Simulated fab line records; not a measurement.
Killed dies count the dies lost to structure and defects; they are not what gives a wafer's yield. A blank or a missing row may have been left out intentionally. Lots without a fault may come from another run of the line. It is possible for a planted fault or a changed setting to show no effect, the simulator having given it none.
Problem report in the 8D (eight disciplines) form, filled by code    flow berkeley_cmos170    the parts of the form that need people (team, actions taken, sign-off) are left out

1. WHAT WENT WRONG
exposure_dose_mJ_cm2 at UCB170_ZERO_EXPOSE_03 reads a mean of 26.04 on 12 wafers of 4 lots; wafers without a fault read 30.00 with a standard deviation of 0.032. That is -99 or more standard deviations from the usual mean.
The step: exposes mask PM MARKS, target cd 4000 nm.
Seen first at day 3 20:13 on krf_scanner-02, wafer L522.3. Wafers with a number at this step in the record: 48, from 16 lots. Rule for "out", or "out of limits": more than 4 standard deviations from the usual mean. All remaining wafers that have a number are taken as sound.

2. WHAT THIS IS AND IS NOT
question                     is                      is not
which readings at this step  exposure_dose_mJ_cm2    stage_vel_mm_s
which lots                   L522, L523, L525, L526  L512, L513, L514, L515, L516, L517, L528, L530, L531, L532, L533, L535
which wafers of those lots   all that have a number  -
read on which tools          krf_scanner-02          krf_scanner-01
when                         from day 3 20:13        up to then (18 sound wafers); but 18 sound wafers of L528, L530, L531, L532, L533, L535 came after

3. WHAT RULES OUT EACH SUSPECT
Counting: any tool at a process step up to the reading is kept as a suspect provided that every lot that is out went through it and no sound lot did after the first of them.
- krf_scanner-02 at UCB170_ZERO_EXPOSE_03 (exposes mask PM MARKS, target cd 4000 nm): kept. Every lot that is out went through it, starting with L522 (day 3 20:13), and after that it ran no sound lot; the last sound lot it ran before then is L515 (day 2 07:38). Out on those wafers are its own readings of exposure_dose_mJ_cm2.
Remaining after the count: krf_scanner-02 at UCB170_ZERO_EXPOSE_03.

4. THE CAUSE (what the simulator had put in)
Drift in process parameters on krf_scanner-02 at UCB170_ZERO_EXPOSE_03, starting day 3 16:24. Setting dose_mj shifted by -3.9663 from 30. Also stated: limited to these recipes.
Only this tool survived the counting.

5. THE CHAIN OF EFFECTS, in route order
One row per reading whose mean, taken over the struck wafers that have a number, lies over 3 standard deviations from the usual. Only readings for which the record gives a usual standard deviation are gone through. hours: the time from each lot's start at the first step in this table that gives one to its start at this step, as a median over the lots. sigmas: the change in usual standard deviations.
hours  step                   reading               usual  on struck wafers  change  sigmas
0      UCB170_ZERO_EXPOSE_03  exposure_dose_mJ_cm2  30.00  26.04             -3.96   -99 or more
Here are the process steps it includes:
- UCB170_ZERO_EXPOSE_03: exposes mask PM MARKS, target cd 4000 nm.
At these later measuring or inspecting steps, every struck wafer for which the step has a row has a number for every such reading, and none has moved that far: UCB170_PSD_CD_MEAS_06.

6. WHAT WOULD HAVE CAUGHT IT SOONER
In this record the first reading out of limits was taken at day 3 20:13, 4 hours after the fault began at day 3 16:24.
